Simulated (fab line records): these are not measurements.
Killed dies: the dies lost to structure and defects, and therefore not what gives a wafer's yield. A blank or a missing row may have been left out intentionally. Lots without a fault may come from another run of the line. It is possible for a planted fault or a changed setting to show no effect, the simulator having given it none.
Comparing a struck lot with a sound one || flow rit cmos || 28 out of 202 route steps
Sound: these wafers, L962.2, L962.3, L962.5. Wafers L975.4, L975.5, L975.6 were the ones struck. At the end, the cause is stated.
Order at every step that has rows: each side's tool, ch and its chambers, its first start. Under that, the readings that differ: sound wafers || struck wafers || difference of the means || sigmas: that difference in standard deviations of wafers without a fault.
alike: readings with means less than 2 such deviations apart, plus words and numbers identical on both sides. not compared: withheld readings, readings lacking a value on some wafer, bounds such as >300 that could conceal the same value, and numbers that have no deviation in the record and whose values overlap.
A row with sigmas, a row that says differs or no value, or rows on one side alone: a step with any of these is where the two part. When numbers do not overlap yet have no deviation, they are printed without sigmas and do not part them. A reading missing from all wafers of one side parts the sides only when that side holds two or more wafers.

RIT_ACTIVE_BOW_MEAS_00:
  sound on film metro-03 at day 1 15:01; struck on film metro-03 at day 4 08:04
  alike: INCOMING_BOW
RIT_ACTIVE_OXIDATION_01: target thk 46.8 nm, ox time 3360 s.
  sound on furnace-01 ch 0, day 1 15:09; struck on furnace-02 ch 0, day 4 08:38
{"reading": "spike tc centre C (C)", "sound": "1003.0 1001.6 1001.3", "struck": "946.8 946.7 946.0", "difference": -55.5, "sigmas": -43}
{"reading": "spike tc load C (C)", "sound": "1025.4 1022.2 1024.4", "struck": "969.9 970.0 972.0", "difference": -53.4, "sigmas": -49}
{"reading": "spike tc source C (C)", "sound": "1020.2 1023.2 1019.0", "struck": "970.6 968.2 969.1", "difference": -51.5, "sigmas": -23}
{"reading": "tube center temp C (C)", "sound": "999.93 1000 999.85", "struck": "946.12 946.11 945.92", "difference": -53.88, "sigmas": "-99 or more"}
{"reading": "tube_center_temp_C_max", "sound": "1002.8 1002.9 1001.9", "struck": "948.3 948.7 948.6", "difference": -54.0, "sigmas": "-99 or more"}
{"reading": "model.SiO2_of_ACTIVE_OXIDATION_01.thk nm (nm)", "sound": "48.15 47.95 48.18", "struck": "29.62 29.92 29.33", "difference": -18.47, "sigmas": ""}
RIT_ACTIVE_THK_MEAS_02:
  sound on film metro-02 at day 1 17:05; struck on film metro-02 at day 4 10:37
{"reading": "ACTIVE_OXIDE_THK (nm)", "sound": "48.2 47.9 48.2", "struck": "29.6 29.9 29.4", "difference": -18.5, "sigmas": -22}
then, 1 step without rows for these wafers: RIT_ACTIVE_CVD_03 (deposits Si3N4 from SiH2Cl2/NH3, target thk 150 nm, time 1500 s).
RIT_ACTIVE_THK_MEAS_04:
  sound on film metro-02 at day 1 18:34; struck on film metro-02 at day 4 12:05
  alike: ACTIVE_NITRIDE_THK
then, 6 steps without rows for these wafers: RIT_ACTIVE_HMDS_05 (prime time 60 s); RIT_ACTIVE_COAT_06 (resist thk 1000 nm); RIT_ACTIVE_SOFTBAKE_07 (time 60 s); RIT_ACTIVE_EXPOSE_08 (exposes mask M1, target cd 1400 nm); RIT_ACTIVE_PEB_09; RIT_ACTIVE_DEVELOP_10 (develop time 50 s).
RIT_ACTIVE_CD_MEAS_11: the cd target is 1400 nm.
  sound on cd sem-01 at day 1 19:37; struck on cd sem-01 at day 4 13:10
{"reading": "cd nm (nm)", "sound": "1399.3 1399.9 1398.2", "struck": "1403.0 1405.1 1403.9", "difference": "+4.9", "sigmas": "+2"}
then, 1 step without rows for these wafers: RIT_ACTIVE_HARDBAKE_12 (time 60 s).
RIT_ACTIVE_ETCH_13: etches Si3N4 in SF6, stops on SiO2, time 210 s, target depth 210 nm.
  sound on rie diel-04 ch 0,1, day 1 19:52; struck on rie diel-04 ch 2,3, day 4 13:22
{"reading": "rf fwd power W (W)", "sound": "124.6 124.0 124.6", "struck": "124.9 125.2 125.4", "difference": "+0.8", "sigmas": "+2"}
  alike: drypump motor current A, oes product au, throttle valve pct
  not compared: rf hours counter h
RIT_ACTIVE_STRIP_14: strips in O2, time 180 s.
  sound on plasma asher-03 ch 0,1, day 1 20:00; struck on plasma asher-02 ch 0,1, day 4 13:34
  alike: drypump motor current A
  not compared: rf hours counter h
RIT_ACTIVE_CD_MEAS_90: the cd target is 1400 nm.
  sound on cd sem-02 at day 1 20:11; struck on cd sem-01 at day 4 13:44
{"reading": "cd nm (nm)", "sound": "1399.4 1400.0 1398.3", "struck": "1403.0 1405.0 1404.0", "difference": "+4.8", "sigmas": "+2"}
then, 4 steps without rows for these wafers: RIT_ACTIVE_CLEAN_15 (cleans in SC1, time 600 s); RIT_ACTIVE_CLEAN_16 (cleans in dHF, time 30 s); RIT_ACTIVE_CLEAN_17 (cleans in SC2, time 600 s); RIT_FOX1_OXIDATION_00 (target thk 350.7 nm, ox time 1130 s).
RIT_FOX1_THK_MEAS_01:
  sound on film metro-01 at day 1 23:01; struck on film metro-02 at day 4 16:24
  alike: FOX1_OXIDE_THK
then, 2 steps without rows for these wafers: RIT_FOX1_WET_ETCH_02 (etches SiO2 in BOE, target depth 350 nm, time 390 s); RIT_FOX2_OXIDATION_00 (target thk 350.7 nm, ox time 1130 s).
RIT_FOX2_THK_MEAS_01:
  sound on film metro-02 at day 2 00:31; struck on film metro-01 at day 4 17:53
  alike: FOX2_OXIDE_THK
then, 1 step without rows for these wafers: RIT_FOX2_CLEAN_02 (cleans in dHF, time 180 s).
RIT_FOX2_WET_ETCH_03: etches Si3N4 in H3PO4, target depth 195 nm, time 2700 s.
  sound on wet bench-03 ch 2, day 2 00:37; struck on wet bench-01 ch 1, day 4 17:59
{"reading": "model.SiO2_of_ACTIVE_OXIDATION_01.thk nm (nm)", "sound": "40.65 42.63 40.68", "struck": "25.83 26.56 25.59", "difference": -15.33, "sigmas": ""}
  alike: bath heat duty pct
RIT_FOX2_THK_MEAS_90:
  sound on film metro-02 at day 2 01:27; struck on film metro-02 at day 4 18:50
  alike: FIELD_OXIDE_LEFT_1_THK
RIT_M1_PROBE_99:
  sound on prober-01 at day 3 18:02; struck on prober-01 at day 6 08:17
{"reading": "model.etest.pldd.width nm (nm)", "sound": "3164 3172 3136", "struck": "3302 3302 3316", "difference": "+149", "sigmas": ""}
{"reading": "model.etest.nldd.width nm (nm)", "sound": "3154 3151 3147", "struck": "3308 3302 3322", "difference": "+160", "sigmas": ""}
{"reading": "model.etest.nplus sal.width nm (nm)", "sound": "3452 3442 3449", "struck": "3540 3552 3561", "difference": "+103", "sigmas": ""}
{"reading": "model.etest.pplus sal.width nm (nm)", "sound": "3467 3465 3444", "struck": "3549 3560 3561", "difference": "+98", "sigmas": ""}
{"reading": "model.etest.nmos_0p3.r on ohm um", "sound": "2228 2257 2263", "struck": "2099 2160 2121", "difference": -123, "sigmas": ""}
{"reading": "model.etest.nmos narrow.drive ua um", "sound": "212.7 209.8 211.4", "struck": "271.8 264.8 267.9", "difference": "+56.9", "sigmas": ""}
{"reading": "model.etest.pmos narrow.drive ua um", "sound": "96.28 94.14 95.92", "struck": "117 112.1 115.4", "difference": "+19", "sigmas": ""}
{"reading": "model.etest.nmos_0p3.drive ua um", "sound": "212 209.7 215.3", "struck": "239.1 232.7 232.7", "difference": "+22.5", "sigmas": ""}
  alike: killed at contacts, killed at front end, killed dies, killed open, killed short

WHERE THEY PART
At RIT_ACTIVE_OXIDATION_01 first; at RIT_ACTIVE_CD_MEAS_90 last (within this record only). Later steps at which nothing parts them and some readings are alike: RIT_FOX1_THK_MEAS_01, RIT_FOX2_THK_MEAS_01, RIT_FOX2_WET_ETCH_03, RIT_FOX2_THK_MEAS_90, RIT_M1_PROBE_99.

WHY: the cause the simulator had injected
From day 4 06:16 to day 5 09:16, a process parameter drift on furnace-02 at RIT_ACTIVE_OXIDATION_01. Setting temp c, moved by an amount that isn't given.
